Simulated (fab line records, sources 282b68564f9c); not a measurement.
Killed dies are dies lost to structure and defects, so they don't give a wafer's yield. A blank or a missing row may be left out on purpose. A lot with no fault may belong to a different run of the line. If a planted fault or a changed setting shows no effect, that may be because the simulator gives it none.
A lot that was struck, set against a sound lot / flow rit-cmos / 43 steps out of a route of 202
Sound: these wafers, L741.4, L741.5, L741.6. The struck wafers were L748.3, L748.4, L748.5. The cause is given at the end.
At each step with rows: each side's tool, then ch and its chambers, then its first start. Under that, the readings that differ: sound wafers / struck wafers / difference of the means / sigmas: that difference in standard deviations of wafers without a fault.
alike: words and numbers the same on both sides, and readings whose means are apart by under 2 such deviations; not compared: readings that were withheld, readings missing a value for some wafer, numbers with overlapping values and no deviation given by the record, and bounds like >300 which may hide the same value.
Wherever a step has rows on one side only, a row that says differs or no value, or a row with sigmas, the two part there. Numbers that have no deviation but don't overlap get no sigmas and don't part them. Lack of a reading on every wafer of one side parts them only where that side has two or more wafers.

first, 6 steps without rows for these wafers: RIT_PRETRO_HMDS_00 (prime time 60 s); RIT_PRETRO_COAT_01 (resist thk 1300 nm); RIT_PRETRO_SOFTBAKE_02 (time 60 s); RIT_PRETRO_EXPOSE_03 (exposes mask M5, target cd 43700 nm); RIT_PRETRO_PEB_04; RIT_PRETRO_DEVELOP_05 (develop time 68 s).
RIT_PRETRO_OVL_MEAS_06:
  sound: overlay-02 at day 4 20:38; struck: overlay-02 at day 6 03:14
  alike: PRETRO_OVL
then, 2 steps without rows for these wafers: RIT_PRETRO_HARDBAKE_07 (time 120 s); RIT_PRETRO_IMPLANT_08.
RIT_PRETRO_STRIP_09: strips in O2, time 180 s.
  sound on plasma-asher-03 ch 0,1, day 4 21:07; struck on plasma-asher-03 ch 0,1, day 6 03:43
  alike: drypump-motor-current-A, o2-flow-sccm, rf-refl-power-W
  not compared: rf-hours-counter-h
RIT_PRETRO_TW_MEAS_10:
  sound: film-metro-03 at day 4 21:16; struck: film-metro-02 at day 6 03:52
  alike: PRETRO_TW
then, 1 step without rows for these wafers: RIT_GATE_WET_ETCH_00 (etches SiO2 in BOE, target depth 56 nm, time 60 s).
RIT_GATE_CLEAN_01: cleans in SC1, time 600 s.
  sound on wet-bench-02 ch 0, day 4 21:21; struck on wet-bench-02 ch 3, day 6 03:55
reading=bath-heat-duty-pct (%); sound=19.1 19.4 19.5; struck=13.8 14.5 13.6; difference=-5.4; sigmas=-4
then, 3 steps without rows for these wafers: RIT_GATE_CLEAN_02 (cleans in dHF, time 30 s); RIT_GATE_CLEAN_03 (cleans in SC2, time 600 s); RIT_GATE_CLEAN_04 (cleans in dHF, time 60 s).
RIT_FOX2_THK_MEAS_91:
  sound: film-metro-02 at day 4 21:50; struck: film-metro-04 at day 6 04:21
  alike: FIELD_OXIDE_LEFT_2_THK
then, 2 steps without rows for these wafers: RIT_GATE_OXIDATION_05 (target thk 3 nm, ox time 270 s); RIT_GATE_ANNEAL_06 (time 600 s).
RIT_GATE_THK_MEAS_07:
  sound: film-metro-01 at day 5 01:38; struck: film-metro-04 at day 6 06:20
  alike: GATE_OXIDE_THK
then, 1 step without rows for these wafers: RIT_GATE_CVD_08 (deposits poly-Si from SiH4, target thk 250 nm, time 2220 s).
RIT_GATE_THK_MEAS_09:
  sound: film-metro-04 at day 5 04:09; struck: film-metro-04 at day 6 08:05
  alike: GATE_POLY_THK
then, 6 steps without rows for these wafers: RIT_GATE_HMDS_10 (prime time 60 s); RIT_GATE_COAT_11 (resist thk 850 nm); RIT_GATE_SOFTBAKE_12 (time 60 s); RIT_GATE_EXPOSE_13 (exposes mask M6, target cd 150 nm); RIT_GATE_PEB_14; RIT_GATE_DEVELOP_15 (develop time 50 s).
RIT_GATE_CD_MEAS_16: the cd target is 150 nm.
  sound: cd-sem-01 at day 5 05:13; struck: cd-sem-02 at day 6 09:08
  alike: cd-nm
RIT_GATE_OVL_MEAS_17:
  sound: overlay-01 at day 5 05:17; struck: overlay-02 at day 6 09:13
  alike: GATE_OVL
then, 1 step without rows for these wafers: RIT_GATE_HARDBAKE_18 (time 60 s).
RIT_GATE_ETCH_19: etches poly-Si in SF6/CHF3/O2, stops on SiO2, time 165 s, target depth 312.5 nm.
  sound on rie-si-02 ch 0,1,3, day 5 05:28; struck on rie-si-01 ch 1,3, day 6 09:24
  alike: drypump-motor-current-A, oes-product-au, throttle-valve-pct
  not compared: rf-hours-counter-h
RIT_GATE_STRIP_20: strips in O2, time 180 s.
  sound on plasma-asher-02 ch 0,1, day 5 05:38; struck on plasma-asher-01 ch 0,1, day 6 09:34
reading=o2-flow-sccm (sccm); sound=3985 3999 3989; struck=4009 4017 4016; difference=+23; sigmas=+2
  alike: drypump-motor-current-A, rf-refl-power-W
  not compared: rf-hours-counter-h
RIT_GATE_CD_MEAS_90: the cd target is 150 nm.
  sound: cd-sem-01 at day 5 05:48; struck: cd-sem-02 at day 6 09:43
  alike: cd-nm
then, 4 steps without rows for these wafers: RIT_REOX_CLEAN_00 (cleans in SC1, time 600 s); RIT_REOX_CLEAN_01 (cleans in dHF, time 30 s); RIT_REOX_CLEAN_02 (cleans in SC2, time 600 s); RIT_REOX_OXIDATION_03 (target thk 25.2 nm, ox time 5804 s).
RIT_REOX_THK_MEAS_04:
  sound: film-metro-02 at day 5 09:55; struck: film-metro-01 at day 6 13:34
reading=REOX_OXIDE_THK (nm); sound=26.4 26.1 26.4; struck=25.6 25.4 25.3; difference=-0.9; sigmas=-2
then, 3 steps without rows for these wafers: RIT_NLDD_HMDS_00 (prime time 60 s); RIT_NLDD_COAT_01 (resist thk 1000 nm); RIT_NLDD_SOFTBAKE_02 (time 60 s).
RIT_M1_PROBE_99:
  sound: prober-01 at day 6 02:45; struck: prober-02 at day 7 07:34
reading=killed-at-front-end; sound=9 8 3; struck=54 53 51; difference=+46; sigmas=+16
reading=killed-dies; sound=9 8 3; struck=54 53 51; difference=+46; sigmas=+16
reading=killed-on-rim; sound=2 5 0; struck=12 7 8; difference=+7; sigmas=+5
  alike: killed_at_M0_to_M3, killed-open, killed-short

WHERE THEY PART
Last at RIT_M1_PROBE_99 as far as this record goes, first at RIT_GATE_CLEAN_01.

WHY: what had been put in by the simulator
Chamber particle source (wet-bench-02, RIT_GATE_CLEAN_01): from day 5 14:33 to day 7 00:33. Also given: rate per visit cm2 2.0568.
